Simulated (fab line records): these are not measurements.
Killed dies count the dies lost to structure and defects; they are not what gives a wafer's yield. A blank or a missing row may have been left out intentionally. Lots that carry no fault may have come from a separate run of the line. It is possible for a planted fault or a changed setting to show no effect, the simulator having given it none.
Which tool was responsible? -- flow berkeleyCmos170 -- 7 lots with 21 wafers sampled at 3 steps, on a route of 331 steps

WHAT THE GAUGES SHOWED, per wafer
UCB170_NWELL_THK_MEAS_05.
lot,measured,on,NWELL_NITRIDE_THK (nm)
L485,day 2 20:42,filmMetro-01,222.8 224.0 221.1
L486,day 3 06:26,filmMetro-01,219.3 220.6 219.8
L489,day 3 22:14,filmMetro-04,227.2 229.8 229.4
L491,day 4 07:23,filmMetro-02,452.0 449.3 451.3
L499,day 5 15:39,filmMetro-04,220.4 221.0 221.8
L502,day 6 11:52,filmMetro-02,222.1 225.1 223.6
L504,day 6 20:00,filmMetro-04,220.5 217.9 220.2

TOOL THAT RAN EACH LOT (tool first, then ch and the chambers of the sampled wafers, then the start)
lot,UCB170_ZERO_ETCH_06,UCB170_NWELL_CVD_04
L485,"rieDiel-01 ch 0,3, day 2 06:44","lpcvd-02 ch 0, day 2 18:46"
L486,"rieDiel-02 ch 2,3, day 2 15:45","lpcvd-02 ch 1, day 3 04:29"
L489,"rieDiel-04 ch 0,1,2, day 3 06:58","lpcvd-01 ch 0, day 3 19:20"
L491,"rieDiel-01 ch 0,2,3, day 3 13:14","lpcvd-01 ch 0, day 4 01:17 and lpcvd-02 ch 0, day 4 04:29"
L499,"rieDiel-01 ch 1,2, day 5 05:09","lpcvd-02 ch 1, day 5 13:43"
L502,"rieDiel-02 ch 2,3, day 5 22:52","lpcvd-02 ch 0, day 6 09:55"
L504,"rieDiel-02 ch 0,3, day 6 08:28","lpcvd-02 ch 1, day 6 18:04"
- UCB170_ZERO_ETCH_06: etches SiO2 in CHF3/CF4/Ar, time 12 s.
- UCB170_NWELL_CVD_04: deposits Si3N4 from SiH2Cl2/NH3, target thk 224 nm, time 3360 s.

THE ANSWER, worked out from the rows above alone
Rule: what is usual is taken from the lots themselves. Put in order of their means at a reading, lots are off if they are a third of the lots or fewer, leave a main group of 4 or more, and stand apart from it by a gap of 3 or more times the standard deviation of the main group's means; of several such gaps the widest counts. The tables above print the reading to a certain number of digits; a main group whose means all agree to those digits is not used. A lot without any number at a reading at which 4 lots or more have one is off too. The other lots that the step has rows for count as sound.
Off: L491, at UCB170_NWELL_THK_MEAS_05 (NWELL_NITRIDE_THK). The main group has a mean of 222.6 nm with a standard deviation of 3.1.
A tool fits if, at a process step before that reading, it ran every lot that is off, and no sound lot after the first of them. Those tools and the gauges at UCB170_NWELL_THK_MEAS_05 are tried in the same way. One fits: UCB170_NWELL_CVD_04 on lpcvd-01. Its last sound lot is L489 (day 3 19:20), its first lot that is off L491 (day 4 01:17): a fault that began between those two fits.

WHAT THE SIMULATOR HAD INSERTED
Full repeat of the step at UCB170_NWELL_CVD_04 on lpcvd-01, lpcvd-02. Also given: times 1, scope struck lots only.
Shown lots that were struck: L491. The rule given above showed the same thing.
